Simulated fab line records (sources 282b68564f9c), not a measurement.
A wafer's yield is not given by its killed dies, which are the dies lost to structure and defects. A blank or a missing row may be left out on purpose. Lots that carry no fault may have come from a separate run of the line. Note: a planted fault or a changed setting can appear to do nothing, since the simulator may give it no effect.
Split-lot experiment    flow rit_cmos    23 wafers read across 5 lots, on a route 202 steps long

## ABOUT THE SPLIT
At RIT_PSD_IMPLANT_08, the setting energy_kev was moved away from the recipe's 27 on 6 of the 23 wafers read, by +4.4% to +5.8%. All remaining wafers had this setting at the recipe value.

## THE PATH FROM SPLIT TO READING: the file shows 1 step between them
- RIT_SDANNEAL_RTA_03: time 5 s (also split here: time_s)

## THE READING
PSD_RS, in ohm/sq, at RIT_SDANNEAL_RS_MEAS_04 (measures by four-point-probe). Typical for fault-free wafers on this fab line: 115.76 ohm/sq, with standard deviation 0.24 ohm/sq.

wafer   tool, chamber at the split  energy_kev as run  against the recipe  PSD_RS, ohm/sq  against lot-mates on the recipe
L078.2  implanter-01, 0             27                 recipe              115.83          -
L078.4  implanter-01, 0             27                 recipe              115.38          -
L078.5  implanter-01, 0             27                 recipe              115.88          -
L079.2  implanter-04, 0             27                 recipe              115.84          -
L079.3  implanter-04, 0             27                 recipe              115.95          -
L079.4  implanter-04, 0             27                 recipe              115.41          -
L079.5  implanter-04, 0             27                 recipe              115.93          -
L079.6  implanter-04, 0             27                 recipe              116.13          -
L080.1  implanter-03, 0             27                 recipe              115.53          -
L080.3  implanter-03, 0             28.2               +4.4%               112.96          -2.81
L080.4  implanter-03, 0             28.2               +4.4%               113.11          -2.66
L080.5  implanter-03, 0             27                 recipe              115.74          -
L080.6  implanter-03, 0             27                 recipe              116.05          -
L081.1  implanter-03, 0             27                 recipe              115.94          -
L081.2  implanter-03, 0             28.46              +5.4%               112.45          -3.35
L081.3  implanter-03, 0             27                 recipe              115.73          -
L081.4  implanter-03, 0             28.46              +5.4%               112.75          -3.05
L081.5  implanter-03, 0             27                 recipe              115.74          -
L083.1  implanter-04, 0             27                 recipe              114.71          -
L083.3  implanter-04, 0             28.57              +5.8%               112.21          -3.11
L083.4  implanter-04, 0             27                 recipe              115.73          -
L083.5  implanter-04, 0             27                 recipe              115.53          -
L083.6  implanter-04, 0             28.57              +5.8%               111.34          -3.98

THE FIT
A straight line over all 23 wafers: PSD_RS changes by -0.624 ohm/sq for each +1% of energy_kev; r = -0.97; the points scatter about the line by 0.35 ohm/sq.
The same after taking each lot's own level away (the mean of its wafers on the recipe; 23 wafers): -0.605 ohm/sq for each +1%; r = -0.98; scatter 0.28 ohm/sq.
The reading moves by 3.5 ohm/sq for the largest change in energy_kev, on that fit.
Across the lots, their own levels run from 115.323 to 115.852 ohm/sq, a range of 2.2 times the standard deviation given above.
So the lot-to-lot level changes the slope little: the two slopes agree.
Check: -3.62 ohm/sq against its lot-mates is what the line predicts for one of the wafers moved furthest among these (+5.8%) when that wafer is left out of the fit. It came out at -3.11 ohm/sq against them.

## FURTHER SPLITS ON THESE WAFERS
Before the reading, these wafers also passed through other splits. Each is held against what the fit with the lots' levels taken away leaves over:
other split on the same wafers  wafers away from the commonest value  r with PSD_RS (lot level and that fit taken away)
RIT_NLDD_IMPLANT_08 energy_kev  11                                    +0.19
RIT_PLDD_HARDBAKE_07 temp_c     8                                     -0.45
RIT_SPACER_ETCHBACK_05 time_s   9                                     -0.09
RIT_SDANNEAL_RTA_03 time_s      2                                     -0.62

## THE WHOLE CHAIN: every reading that the file lists as answering this split, in the file's order
step                     what it does                  reading                                                          change (the file's fit)                 r (the file's)
RIT_PSD_IMPLANT_08                                     implant.rp_nm (the simulator's own value, which no gauge read)   +0.176 nm for each +1% of the setting   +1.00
RIT_PSD_IMPLANT_08                                     implant.drp_nm (the simulator's own value, which no gauge read)  +0.0841 nm for each +1% of the setting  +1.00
RIT_SDANNEAL_RS_MEAS_04  measures by four-point-probe  PSD_RS                                                           -0.606 for each +1% of the setting      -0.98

## FILE'S OWN FIT
PSD_RS changes by -0.606 ohm/sq for each +1% of energy_kev, r = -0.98.
